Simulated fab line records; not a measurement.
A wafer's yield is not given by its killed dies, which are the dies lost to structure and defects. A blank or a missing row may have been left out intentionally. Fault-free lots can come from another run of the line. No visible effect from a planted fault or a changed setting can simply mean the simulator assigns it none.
Which tool was responsible?	flow rit-cmos	15 lots, 45 wafers sampled, at 5 steps of a route of 202

== WHAT THE GAUGES READ, wafer by wafer ==
RIT_ACTIVE_THK_MEAS_02. Usual: ACTIVE_OXIDE_THK gives 46.8 nm (standard deviation 0.71).
lot	measured	on	ACTIVE_OXIDE_THK (nm)	flag
L808	day 1 12:04	film-metro-03	46.4 46.1 46.9	
L810	day 1 22:04	film-metro-02	47.0 47.5 47.2	
L811	day 2 03:05	film-metro-03	46.3 46.6 46.5	
L812	day 2 08:12	film-metro-03	47.0 46.4 46.9	
L813	day 2 18:19	film-metro-03	71.7 75.0 72.9	OFF
L814	day 2 23:51	film-metro-01	72.9 73.1 74.1	OFF
L815	day 3 04:58	film-metro-03	76.1 75.3 75.8	OFF
L817	day 3 09:50	film-metro-01	47.0 46.5 47.5	
L824	day 4 20:37	film-metro-03	45.0 45.3 45.2	
L825	day 5 01:03	film-metro-01	46.6 46.1 46.7	
L826	day 5 06:07	film-metro-03	48.0 47.6 47.0	
L827	day 5 13:52	film-metro-01	47.5 46.9 46.7	
L828	day 5 16:39	film-metro-02	47.5 47.1 47.6	
L829	day 5 21:03	film-metro-03	47.8 47.9 47.4	
L830	day 6 02:24	film-metro-03	46.0 46.8 46.8	

RIT_FOX1_THK_MEAS_01. Usual: FOX1_OXIDE_THK gives 351 nm (standard deviation 6.3).
lot	measured	on	FOX1_OXIDE_THK (nm)	flag
L808	day 1 18:35	film-metro-03	353 358 354	
L810	day 2 04:46	film-metro-04	351 349 345	
L811	day 2 09:57	film-metro-03	347 343 346	
L812	day 2 16:23	film-metro-04	352 353 349	
L813	day 3 03:02	film-metro-03	356 354 352	
L814	day 3 06:14	film-metro-04	353 356 358	
L815	day 3 12:29	film-metro-04	348 351 353	
L817	day 3 15:50	film-metro-03	350 349 348	
L824	day 5 01:23	film-metro-04	356 353 357	
L825	day 5 07:26	film-metro-01	360 354 360	
L826	day 5 13:38	film-metro-01	340 343 346	
L827	day 5 19:01	film-metro-04	351 354 351	
L828	day 5 22:23	film-metro-04	358 359 359	
L829	day 6 02:46	film-metro-01	343 348 353	
L830	day 6 08:50	film-metro-03	350 341 340	

RIT_NRETRO_OVL_MEAS_06. Usual: NRETRO_OVL gives -1.0 nm (standard deviation 1.4).
lot	measured	on	NRETRO_OVL (nm)	flag
L808	day 2 06:31	overlay-01	-1.9 -1.0 0.0	
L810	day 2 18:40	overlay-02	-2.4 -2.2 -2.0	
L811	day 3 01:07	overlay-01	0.6 -1.7 -0.4	
L812	day 3 07:08	overlay-02	-4.1 -1.5 -1.6	
L813	day 3 17:54	overlay-01	0.9 -0.4 1.5	
L814	day 3 19:27	overlay-02	-1.3 -2.4 1.5	
L815	day 4 02:19	overlay-02	-1.4 0.3 -0.9	
L817	day 4 05:13	overlay-02	-2.1 0.0 0.2	
L824	day 5 13:34	overlay-01	1.4 -0.5 -0.2	
L825	day 5 19:17	overlay-01	-2.7 -1.9 -2.2	
L826	day 6 01:42	overlay-02	-0.7 0.9 1.2	
L827	day 6 07:22	overlay-01	0.2 1.5 -0.7	
L828	day 6 12:50	overlay-01	-1.3 0.7 -0.6	
L829	day 6 14:59	overlay-01	1.3 1.3 2.8	
L830	day 6 20:49	overlay-02	-2.4 -1.9 -1.3	

== TOOL THAT RAN EACH LOT (tool first, then ch and the chambers of the sampled wafers, then the start) ==
lot	RIT_ACTIVE_OXIDATION_01	RIT_ACTIVE_ETCH_13
L808	furnace-04 ch 0, day 1 10:07	rie-diel-02 ch 0,2,3, day 1 14:50
L810	furnace-01 ch 0, day 1 20:08	rie-diel-01 ch 0,1,3, day 2 02:38
L811	furnace-01 ch 0, day 2 01:10	rie-diel-02 ch 0,3, day 2 05:45
L812	furnace-03 ch 0, day 2 06:16	rie-diel-04 ch 0,1,2, day 2 11:01
L813	furnace-04 ch 0, day 2 13:08	rie-diel-02 ch 0,2, day 2 21:30
L814	furnace-01 ch 0, day 2 17:26	rie-diel-01 ch 0,1, day 3 03:05
L815	furnace-01 ch 0, day 2 23:28	rie-diel-04 ch 1,2,3, day 3 09:24
L817	furnace-01 ch 0, day 3 07:55	rie-diel-04 ch 1,2,3, day 3 12:30
L824	furnace-03 ch 0, day 4 18:41	rie-diel-02 ch 0,2, day 4 23:16
L825	furnace-03 ch 0, day 4 23:07	rie-diel-02 ch 0,2, day 5 03:45
L826	furnace-01 ch 0, day 5 04:11	rie-diel-01 ch 1,2, day 5 08:54
L827	furnace-04 ch 0, day 5 11:56	rie-diel-01 ch 2,3, day 5 16:39
L828	furnace-03 ch 0, day 5 14:42	rie-diel-02 ch 1,2,3, day 5 19:56
L829	furnace-01 ch 0, day 5 19:07	rie-diel-01 ch 0,2,3, day 5 23:50
L830	furnace-04 ch 0, day 6 00:27	rie-diel-02 ch 1,3, day 6 05:02
- RIT_ACTIVE_OXIDATION_01: target thk 46.8 nm, ox time 3360 s.
- RIT_ACTIVE_ETCH_13: etches Si3N4 in SF6, stops on SiO2, time 210 s, target depth 210 nm.

== AS READ BY THE TOOLS THEMSELVES (means over the sampled wafers that have a number; for cases with no such wafer, the mark the record gives instead) ==
RIT_ACTIVE_OXIDATION_01. Usual: ox-temp-c 1000.0 C, standard deviation 0.46; zone-power-centre-pct 46 %, standard deviation 3.4; zone-power-source-pct 35.4 %, standard deviation 2.8.
lot	tool	ox-temp-c (C)	zone-power-centre-pct (%)	zone-power-source-pct (%)	flag
L808	furnace-04	1000.1	50	38.6	
L810	furnace-01	1000.2	45	33.0	
L811	furnace-01	999.3	45	33.1	
L812	furnace-03	999.9	42	33.5	
L813	furnace-04	1000.1	50	39.1	
L814	furnace-01	999.8	45	33.4	
L815	furnace-01	1000.2	45	33.1	
L817	furnace-01	999.6	45	33.2	
L824	furnace-03	999.5	41	33.4	
L825	furnace-03	999.7	42	33.3	
L826	furnace-01	1000.4	45	32.8	
L827	furnace-04	1000.5	50	38.9	
L828	furnace-03	1000.4	42	33.5	
L829	furnace-01	1000.0	45	32.5	
L830	furnace-04	999.8	51	38.8	

RIT_ACTIVE_ETCH_13. Usual: drypump-motor-current-A 5.8 A, standard deviation 0.52; oes-product-au 0.821 a.u., standard deviation 0.014; throttle-valve-pct 7.48 %, standard deviation 0.098.
lot	tool	drypump-motor-current-A (A)	oes-product-au (a.u.)	throttle-valve-pct (%)	flag
L808	rie-diel-02	5.9	0.816	7.43	
L810	rie-diel-01	5.6	0.825	7.50	
L811	rie-diel-02	6.0	0.816	7.43	
L812	rie-diel-04	5.6	0.807	7.50	
L813	rie-diel-02	5.9	0.829	7.41	
L814	rie-diel-01	5.8	0.820	7.51	
L815	rie-diel-04	5.6	0.806	7.34	
L817	rie-diel-04	5.6	0.809	7.35	
L824	rie-diel-02	5.5	0.824	7.40	
L825	rie-diel-02	5.5	0.828	7.40	
L826	rie-diel-01	6.3	0.818	7.59	
L827	rie-diel-01	5.5	0.816	7.56	
L828	rie-diel-02	6.2	0.832	7.46	
L829	rie-diel-01	5.8	0.829	7.54	
L830	rie-diel-02	6.0	0.826	7.49	

== THE ANSWER, worked out from the rows above alone ==
Rule: take the mean of a lot's wafers that have a number; if it is more than 3 standard deviations from the usual mean, the lot is off. A lot without any number at a reading at which 4 lots or more have one is off too. The other lots that the step has rows for count as sound. After the gauges, taken in route order, come the tools' own readings; for these a lot's mean is taken, as printed above. At the first step where some lot is off, the reading lying furthest off is the one used; lots without a number count as furthest.
Off: at RIT_ACTIVE_THK_MEAS_02 (ACTIVE_OXIDE_THK), L813, L814, L815.
If a tool, at a process step before that reading, ran all the lots that are off and no sound lot after the first of them, it fits. Gauges at RIT_ACTIVE_THK_MEAS_02: tried the same way as those tools. No candidate that was tried fits.

== WHAT THE SIMULATOR PUT IN ==
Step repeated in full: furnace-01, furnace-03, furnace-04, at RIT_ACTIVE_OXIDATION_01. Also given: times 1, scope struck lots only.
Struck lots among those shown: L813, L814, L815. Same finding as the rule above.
